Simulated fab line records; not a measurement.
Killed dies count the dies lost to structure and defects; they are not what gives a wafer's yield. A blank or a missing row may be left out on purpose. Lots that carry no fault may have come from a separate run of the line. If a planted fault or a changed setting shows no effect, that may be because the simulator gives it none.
Which tool did it? | flow rit-cmos | 14 lots with 42 wafers sampled at 4 steps, on a route of 202 steps

## WHAT EACH GAUGE READ, for each wafer
RIT_ACTIVE_THK_MEAS_04. Usual: ACTIVE_NITRIDE_THK typically reads 150.0 nm, with standard deviation 1.5.
lot  | measured    | on            | ACTIVE_NITRIDE_THK (nm) | flag
L864 | day 1 19:05 | film-metro-01 | 149.8 149.1 149.5       |
L865 | day 2 01:11 | film-metro-03 | 150.6 152.2 151.7       |
L866 | day 2 04:39 | film-metro-01 | 149.4 149.6 151.0       |
L867 | day 2 10:47 | film-metro-04 | 148.4 148.8 148.9       |
L868 | day 2 14:36 | film-metro-01 | 147.9 146.6 147.8       |
L869 | day 2 19:55 | film-metro-04 | 151.3 152.3 150.9       |
L870 | day 3 00:40 | film-metro-04 | 112.9 113.2 113.3       | OFF
L871 | day 3 06:52 | film-metro-01 | 151.7 150.0 149.7       |
L872 | day 3 16:01 | film-metro-04 | 114.2 114.3 114.3       | OFF
L876 | day 4 08:09 | film-metro-04 | 148.7 150.1 150.8       |
L880 | day 5 02:32 | film-metro-03 | 149.2 149.2 149.0       |
L883 | day 5 19:52 | film-metro-01 | 148.9 149.2 149.0       |
L884 | day 6 00:12 | film-metro-03 | 152.6 152.8 153.4       |
L885 | day 6 04:34 | film-metro-01 | 151.5 151.3 149.7       |

RIT_PRETRO_OVL_MEAS_06. Usual: PRETRO_OVL typically reads 0.0 nm, with standard deviation 1.3.
lot  | measured     | on         | PRETRO_OVL (nm) | flag
L864 | day 2 12:15  | overlay-01 | -0.8 0.1 -1.1   |
L865 | day 2 19:11  | overlay-01 | -0.6 -1.1 0.3   |
L866 | day 2 23:55  | overlay-01 | 0.2 -0.2 -1.1   |
L867 | day 3 04:22  | overlay-02 | 0.0 0.4 -0.7    |
L868 | day 3 08:47  | overlay-02 | 0.1 0.5 2.5     |
L869 | day 3 17:20  | overlay-01 | 0.6 -0.7 0.2    |
L870 | day 4 00:18  | overlay-02 | -0.4 -1.5 -1.1  |
L871 | day 4 04:16  | overlay-02 | 1.7 1.7 2.2     |
L872 | day 4 10:30  | overlay-02 | -0.2 -2.1 -0.1  |
L876 | day 5 05:05  | overlay-02 | -0.8 -1.3 0.8   |
L880 | day 5 22:49  | overlay-01 | -0.4 -2.0 -1.1  |
L883 | day 6 14:03  | overlay-01 | 1.5 1.5 -0.7    |
L884 | day 6 19:18  | overlay-01 | -0.5 0.5 0.8    |
L885 | day 18 12:26 | overlay-01 | 0.4 -0.7 0.6    |

## TOOL THAT RAN EACH LOT (tool first, then ch and the chambers of the sampled wafers, then the start)
lot  | RIT_ACTIVE_CVD_03          | RIT_ACTIVE_ETCH_13
L864 | lpcvd-02 ch 1, day 1 17:40 | rie-diel-01 ch 0,1,3, day 1 20:16
L865 | lpcvd-02 ch 0, day 1 23:45 | rie-diel-03 ch 1,2,3, day 2 02:34
L866 | lpcvd-02 ch 1, day 2 03:14 | rie-diel-01 ch 0,2, day 2 05:52
L867 | lpcvd-02 ch 0, day 2 09:22 | rie-diel-03 ch 1,2,3, day 2 12:05
L868 | lpcvd-01 ch 1, day 2 13:11 | rie-diel-01 ch 1,3, day 2 15:58
L869 | lpcvd-02 ch 1, day 2 18:29 | rie-diel-01 ch 0,1,2, day 2 21:05
L870 | lpcvd-02 ch 0, day 2 23:15 | rie-diel-03 ch 0,3, day 3 01:58
L871 | lpcvd-01 ch 1, day 3 05:27 | rie-diel-03 ch 0,1,3, day 3 08:11
L872 | lpcvd-02 ch 0, day 3 13:53 | rie-diel-02 ch 0,1,2, day 3 17:19
L876 | lpcvd-01 ch 0, day 4 06:44 | rie-diel-03 ch 2,3, day 4 09:28
L880 | lpcvd-01 ch 0, day 5 01:07 | rie-diel-03 ch 0,1,2, day 5 03:43
L883 | lpcvd-01 ch 0, day 5 17:42 | rie-diel-02 ch 1,2, day 5 21:20
L884 | lpcvd-02 ch 0, day 5 22:47 | rie-diel-03 ch 0,1,2, day 6 01:22
L885 | lpcvd-02 ch 1, day 6 03:09 | rie-diel-01 ch 0,2, day 6 05:50
- RIT_ACTIVE_CVD_03: deposits Si3N4 from SiH2Cl2/NH3, target thk 150 nm, time 1500 s.
- RIT_ACTIVE_ETCH_13: etches Si3N4 in SF6, stops on SiO2, time 210 s, target depth 210 nm.

## WHAT THE TOOLS THEMSELVES READ (means of the sampled wafers that have a number; where no wafer has one, the mark that the record gives instead)
RIT_ACTIVE_CVD_03. Usual: spike-tc-source-C at 831.1 C, with a standard deviation of 1.9.
lot  | tool     | spike-tc-source-C (C) | flag
L864 | lpcvd-02 | 830.1                 |
L865 | lpcvd-02 | 831.3                 |
L866 | lpcvd-02 | 828.7                 |
L867 | lpcvd-02 | 831.4                 |
L868 | lpcvd-01 | 831.8                 |
L869 | lpcvd-02 | 828.0                 |
L870 | lpcvd-02 | 830.6                 |
L871 | lpcvd-01 | 833.4                 |
L872 | lpcvd-02 | 831.4                 |
L876 | lpcvd-01 | 832.8                 |
L880 | lpcvd-01 | 833.3                 |
L883 | lpcvd-01 | 833.6                 |
L884 | lpcvd-02 | 830.9                 |
L885 | lpcvd-02 | 829.2                 |

RIT_ACTIVE_ETCH_13. Usual: SF6_flow_sccm 200.0 sccm, standard deviation 0.6; drypump-motor-current-A 5.8 A, standard deviation 0.57; oes-product-au 0.822 a.u., standard deviation 0.015; throttle-valve-pct 7.52 %, standard deviation 0.088.
lot  | tool        | SF6_flow_sccm (sccm) | drypump-motor-current-A (A) | oes-product-au (a.u.) | throttle-valve-pct (%) | flag
L864 | rie-diel-01 | 200.2                | 6.2                         | 0.809                 | 7.45                   |
L865 | rie-diel-03 | 199.6                | 5.7                         | 0.836                 | 7.50                   |
L866 | rie-diel-01 | 198.7                | 5.2                         | 0.827                 | 7.58                   |
L867 | rie-diel-03 | 200.2                | 5.7                         | 0.820                 | 7.50                   |
L868 | rie-diel-01 | 199.7                | 6.2                         | 0.799                 | 7.43                   |
L869 | rie-diel-01 | 200.3                | 5.6                         | 0.816                 | 7.53                   |
L870 | rie-diel-03 | 200.1                | 6.1                         | 0.711                 | 7.50                   | OFF
L871 | rie-diel-03 | 200.3                | 6.2                         | 0.831                 | 7.48                   |
L872 | rie-diel-02 | 200.1                | 5.8                         | 0.706                 | 7.61                   | OFF
L876 | rie-diel-03 | 199.8                | 5.4                         | 0.827                 | 7.50                   |
L880 | rie-diel-03 | 200.2                | 6.0                         | 0.833                 | 7.48                   |
L883 | rie-diel-02 | 199.8                | 6.1                         | 0.814                 | 7.69                   |
L884 | rie-diel-03 | 199.9                | 6.0                         | 0.841                 | 7.47                   |
L885 | rie-diel-01 | 200.1                | 5.5                         | 0.822                 | 7.55                   |

## THE ANSWER, worked out from the rows above alone
Rule: a lot is off if the mean of its wafers that have a number lies more than 3 standard deviations from the usual mean. A lot without any number at a reading at which 4 lots or more have one is off too. The other lots that the step has rows for count as sound. Order of review: gauges by route order, followed by the tools' own readings, for which a lot's mean as printed above is used. The first step at which some lot is off is used, and at that step the reading that is off furthest; a lot without a number counts as furthest.
Off: at RIT_ACTIVE_THK_MEAS_04 (ACTIVE_NITRIDE_THK), L870, L872.
If a tool, at a process step before that reading, ran all the lots that are off and no sound lot after the first of them, it fits. The gauges at RIT_ACTIVE_THK_MEAS_04 aren't tried: what is off there is off at RIT_ACTIVE_ETCH_13 too, on other tools, and a gauge's error can't cause that. None of those tried fits.

## WHAT HAD BEEN PUT IN BY THE SIMULATOR
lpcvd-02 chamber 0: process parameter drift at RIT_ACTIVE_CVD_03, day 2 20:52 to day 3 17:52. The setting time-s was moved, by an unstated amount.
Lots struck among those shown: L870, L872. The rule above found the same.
